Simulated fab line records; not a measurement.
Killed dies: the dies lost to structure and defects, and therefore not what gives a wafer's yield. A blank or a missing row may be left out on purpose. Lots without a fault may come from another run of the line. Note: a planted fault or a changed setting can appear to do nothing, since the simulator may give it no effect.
Which tool did it? | flow rit-cmos | 7 lots with 21 wafers sampled at 2 steps, on a route of 202 steps

== WHAT THE GAUGES READ, wafer by wafer ==
RIT_SDANNEAL_RS_MEAS_05: measures by four-point-probe.
lot  | measured    | on            | NSD_RS (ohm/sq)
L239 | day 3 16:53 | film-metro-01 | 84.51 84.39 84.53
L243 | day 4 10:53 | film-metro-04 | 84.53 84.26 84.62
L244 | day 4 15:38 | film-metro-01 | 84.67 84.66 84.64
L247 | day 5 05:27 | film-metro-01 | 84.03 84.50 83.98
L251 | day 6 01:45 | film-metro-04 | 84.47 84.35 84.50
L255 | day 7 05:05 | film-metro-04 | 78.86 78.99 78.82
L259 | day 8 07:48 | film-metro-04 | 84.28 84.54 84.51

== EACH LOT AND THE TOOL THAT RAN IT (in order: tool; ch and the chambers of the sampled wafers; start) ==
lot  | RIT_NSD_IMPLANT_08
L239 | implanter-03 ch 0, day 3 14:14
L243 | implanter-03 ch 0, day 4 08:20
L244 | implanter-04 ch 0, day 4 13:18
L247 | implanter-01 ch 0, day 5 02:58
L251 | implanter-01 ch 0, day 5 23:17
L255 | implanter-01 ch 0, day 7 02:44
L259 | implanter-03 ch 0, day 8 05:28
- RIT_NSD_IMPLANT_08

== THE ANSWER, worked out from the rows above alone ==
Rule: usual is defined by the lots themselves. The widest of any qualifying gaps counts: lots, ordered by their means at a reading, are off when they make up no more than a third of the lots, leave a main group of 4 or more, and stand apart from it by 3 or more times the standard deviation of that group's means. The tables above print the reading to a certain number of digits; a main group whose means all agree to those digits is not used. Also off: a lot with no number at a reading for which 4 or more lots have one. The other lots that the step has rows for count as sound.
Off: L255, seen at RIT_SDANNEAL_RS_MEAS_05 (NSD_RS). The main group has a mean of 84.44 ohm/sq with a standard deviation of 0.14.
If a tool, at a process step before that reading, ran all the lots that are off and no sound lot after the first of them, it fits. Those tools and the gauges at RIT_SDANNEAL_RS_MEAS_05 are tried in the same way. One fits: RIT_NSD_IMPLANT_08 on implanter-01. Its last sound lot is L251 (day 5 23:17), its first lot that is off L255 (day 7 02:44): a fault that began between those two fits.

== WHAT HAD BEEN PUT IN BY THE SIMULATOR ==
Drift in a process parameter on implanter-01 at RIT_NSD_IMPLANT_08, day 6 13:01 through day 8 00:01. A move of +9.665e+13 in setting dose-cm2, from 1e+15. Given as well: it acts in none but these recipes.
Shown lots that were struck: L255. The rule given above showed the same thing.
